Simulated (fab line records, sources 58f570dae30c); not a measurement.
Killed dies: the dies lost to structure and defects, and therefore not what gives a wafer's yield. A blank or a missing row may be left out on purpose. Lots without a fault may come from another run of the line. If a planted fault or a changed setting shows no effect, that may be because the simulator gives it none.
Which of the tools did it? :: flow berkeley_cmos170 :: 7 lots, 21 wafers sampled, at 2 steps of a route of 331

## WHAT THE GAUGES READ, wafer by wafer
UCB170_PLDD_TW_MEAS_11.
lot: L585
measured: day 6 05:14
on: film_metro-03
PLDD_TW: 996 1000 1003

lot: L587
measured: day 6 08:13
on: film_metro-03
PLDD_TW: 1000 1004 1002

lot: L590
measured: day 6 17:53
on: film_metro-04
PLDD_TW: 1022 1016 1018

lot: L593
measured: day 7 17:28
on: film_metro-01
PLDD_TW: 1007 1005 1004

lot: L600
measured: day 9 07:58
on: film_metro-03
PLDD_TW: 948 944 944

lot: L602
measured: day 9 20:49
on: film_metro-04
PLDD_TW: 1018 1014 1013

lot: L606
measured: day 10 12:20
on: film_metro-03
PLDD_TW: 993 996 997

## TOOL THAT RAN EACH LOT (tool first, then ch and the chambers of the sampled wafers, then the start)
lot: L585
UCB170_PLDD_IMPLANT_08: implanter-03 ch 0, day 6 04:44

lot: L587
UCB170_PLDD_IMPLANT_08: implanter-04 ch 0, day 6 07:49

lot: L590
UCB170_PLDD_IMPLANT_08: implanter-01 ch 0, day 6 17:08

lot: L593
UCB170_PLDD_IMPLANT_08: implanter-04 ch 0, day 7 17:05

lot: L600
UCB170_PLDD_IMPLANT_08: implanter-01 ch 0, day 9 07:35

lot: L602
UCB170_PLDD_IMPLANT_08: implanter-03 ch 0, day 9 20:26

lot: L606
UCB170_PLDD_IMPLANT_08: implanter-03 ch 0, day 10 11:56
- UCB170_PLDD_IMPLANT_08

## THE ANSWER, worked out from the rows above alone
Rule: usual is defined by the lots themselves. The widest of any qualifying gaps counts: lots, ordered by their means at a reading, are off when they make up no more than a third of the lots, leave a main group of 4 or more, and stand apart from it by 3 or more times the standard deviation of that group's means. If all means in a main group match to the digits the tables above print for the reading, that group is not used. A lot without any number at a reading at which 4 lots or more have one is off too. Where the step has rows for the other lots, those lots are counted as sound.
Off: L600, seen at UCB170_PLDD_TW_MEAS_11 (PLDD_TW). Main group: mean 1006, sd 8.3.
A tool fits if, at a process step before that reading, it ran every lot that is off, and no sound lot after the first of them. Gauges at UCB170_PLDD_TW_MEAS_11: tried the same way as those tools. One candidate fits, namely implanter-01 at UCB170_PLDD_IMPLANT_08. Its last sound lot is L590 (day 6 17:08), its first lot that is off L600 (day 9 07:35): a fault that began between those two fits.

## WHAT THE SIMULATOR HAD PUT IN
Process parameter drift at UCB170_PLDD_IMPLANT_08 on implanter-01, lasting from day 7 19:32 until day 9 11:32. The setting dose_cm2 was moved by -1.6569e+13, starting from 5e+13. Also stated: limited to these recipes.
Lots struck among those shown: L600. The same result came from the rule above.
